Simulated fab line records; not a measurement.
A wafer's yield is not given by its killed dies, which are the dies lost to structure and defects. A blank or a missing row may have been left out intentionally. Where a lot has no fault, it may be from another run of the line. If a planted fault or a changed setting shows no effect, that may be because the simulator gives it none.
Which tool was responsible? | flow berkeley-cmos170 | 14 lots, 42 wafers sampled, at 4 steps of a route of 331

== WHAT EACH GAUGE READ, for each wafer ==
UCB170_M1_THK_MEAS_02: measures by xrf.
lot  | measured     | on            | M1_AL_THK (nm)
L826 | day 8 14:11  | film-metro-01 | 601 621 599
L827 | day 9 04:21  | film-metro-01 | 595 606 591
L828 | day 10 03:12 | film-metro-03 | 598 589 591
L833 | day 10 18:32 | film-metro-03 | 594 602 604
L836 | day 11 16:29 | film-metro-03 | 595 595 592
L835 | day 11 16:44 | film-metro-01 | 595 605 597
L834 | day 11 16:58 | film-metro-02 | 608 605 584
L841 | day 12 21:58 | film-metro-02 | 592 599 601
L842 | day 12 22:39 | film-metro-03 | 601 588 596
L843 | day 13 11:30 | film-metro-01 | 599 590 596
L845 | day 13 21:55 | film-metro-02 | 601 594 599
L846 | day 14 11:43 | film-metro-01 | 598 590 586
L849 | day 14 14:10 | film-metro-01 | 596 598 606
L848 | day 14 16:46 | film-metro-01 | 592 598 594

UCB170_V2_OVL_MEAS_13.
lot  | measured     | on         | V2_OVL (nm)
L826 | day 8 23:59  | overlay-02 | -5 -3 3
L827 | day 9 14:07  | overlay-02 | -1 -11 1
L828 | day 10 16:34 | overlay-02 | 4 4 -1
L833 | day 11 07:31 | overlay-02 | 9 7 3
L836 | day 12 06:13 | overlay-01 | 7 10 7
L835 | day 12 08:47 | overlay-01 | -4 -6 -2
L834 | day 12 10:04 | overlay-02 | -3 2 1
L841 | day 13 09:10 | overlay-01 | 1 1 -1
L842 | day 13 11:22 | overlay-02 | -11 -9 -11
L843 | day 13 21:35 | overlay-01 | -2 -13 -11
L845 | day 14 14:26 | overlay-01 | 4 -9 1
L846 | day 15 03:59 | overlay-02 | 0 9 -2
L849 | day 15 05:41 | overlay-01 | -5 -7 4
L848 | day 15 07:37 | overlay-02 | 3 9 -1

== WHAT TOOL EACH LOT RAN ON (gives the tool, then ch and the chambers of the sampled wafers, and finally the start) ==
lot  | UCB170_CONTACT_STRIP_19              | UCB170_V2_COAT_07
L826 | plasma-asher-04 ch 0,1, day 8 13:35  | litho-track-03 ch 0, day 8 23:08
L827 | plasma-asher-04 ch 0,1, day 9 03:46  | litho-track-04 ch 0, day 9 13:11
L828 | plasma-asher-03 ch 0,1, day 10 02:37 | litho-track-04 ch 0, day 10 15:41
L833 | plasma-asher-04 ch 0,1, day 10 17:19 | litho-track-02 ch 0, day 11 06:44
L836 | plasma-asher-03 ch 1, day 11 15:55   | litho-track-02 ch 0, day 12 05:01
L835 | plasma-asher-04 ch 1, day 11 16:09   | litho-track-04 ch 0, day 12 07:11
L834 | plasma-asher-03 ch 0,1, day 11 16:23 | litho-track-04 ch 0, day 12 08:32
L841 | plasma-asher-04 ch 0,1, day 12 21:23 | litho-track-03 ch 0, day 13 08:14
L842 | plasma-asher-03 ch 0,1, day 12 21:59 | litho-track-03 ch 0, day 13 10:08
L843 | plasma-asher-04 ch 0,1, day 13 10:55 | litho-track-03 ch 0, day 13 20:47
L845 | plasma-asher-01 ch 0,1, day 13 21:20 | litho-track-03 ch 0, day 14 12:40
L846 | plasma-asher-03 ch 0,1, day 14 11:07 | litho-track-03 ch 0, day 15 01:58
L849 | plasma-asher-03 ch 0,1, day 14 13:34 | litho-track-03 ch 0, day 15 03:52
L848 | plasma-asher-03 ch 0,1, day 14 16:11 | litho-track-04 ch 0, day 15 06:40
- UCB170_CONTACT_STRIP_19: strips in O2.
- UCB170_V2_COAT_07: resist thk 900 nm.

== WHAT THE TOOLS THEMSELVES READ (means of the sampled wafers that have a number; where no wafer has one, the mark that the record gives instead) ==
UCB170_CONTACT_STRIP_19.
lot  | tool            | drypump-motor-current-A (A) | oes-product-au (a.u.)
L826 | plasma-asher-04 | 5.5                         | 0.729
L827 | plasma-asher-04 | 5.4                         | 0.727
L828 | plasma-asher-03 | 5.8                         | 0.725
L833 | plasma-asher-04 | 5.5                         | 0.731
L836 | plasma-asher-03 | 6.4                         | 0.727
L835 | plasma-asher-04 | 5.5                         | 0.727
L834 | plasma-asher-03 | 5.9                         | 0.727
L841 | plasma-asher-04 | 5.5                         | 0.732
L842 | plasma-asher-03 | 6.2                         | 0.724
L843 | plasma-asher-04 | 5.5                         | 0.721
L845 | plasma-asher-01 | 5.7                         | 0.719
L846 | plasma-asher-03 | 5.9                         | 0.722
L849 | plasma-asher-03 | 5.9                         | 0.723
L848 | plasma-asher-03 | 5.9                         | 0.727

UCB170_V2_COAT_07.
lot  | tool           | spin-speed-rpm (rpm)
L826 | litho-track-03 | 1499.4
L827 | litho-track-04 | 1499.1
L828 | litho-track-04 | 1500.2
L833 | litho-track-02 | 1500.2
L836 | litho-track-02 | 1498.7
L835 | litho-track-04 | 1559.5
L834 | litho-track-04 | 1560.0
L841 | litho-track-03 | 1498.5
L842 | litho-track-03 | 1501.8
L843 | litho-track-03 | 1499.7
L845 | litho-track-03 | 1500.4
L846 | litho-track-03 | 1499.3
L849 | litho-track-03 | 1499.9
L848 | litho-track-04 | 1499.3

== THE ANSWER, worked out from the rows above alone ==
Rule: usual is defined by the lots themselves. The widest of any qualifying gaps counts: lots, ordered by their means at a reading, are off when they make up no more than a third of the lots, leave a main group of 4 or more, and stand apart from it by 3 or more times the standard deviation of that group's means. A main group whose means are all the same, to the digits that the tables above print for the reading, isn't used. A lot without any number at a reading at which 4 lots or more have one is off too. Where the step has rows for the other lots, those lots are counted as sound. The gauges are gone through in route order, then the tools' own readings, and for those a lot's mean is taken as printed above. The first step at which some lot is off is used, and at that step the reading that is off furthest; a lot without a number counts as furthest.
Off at UCB170_V2_COAT_07 (spin-speed-rpm): L835, L834. The main group: mean 1499.7 rpm, standard deviation 0.85.
If a tool, at that step or one of the process steps before it, ran each lot that is off and ran no sound lot following the first of them, it fits. No candidate that was tried fits.

== WHAT THE SIMULATOR HAD PUT IN ==
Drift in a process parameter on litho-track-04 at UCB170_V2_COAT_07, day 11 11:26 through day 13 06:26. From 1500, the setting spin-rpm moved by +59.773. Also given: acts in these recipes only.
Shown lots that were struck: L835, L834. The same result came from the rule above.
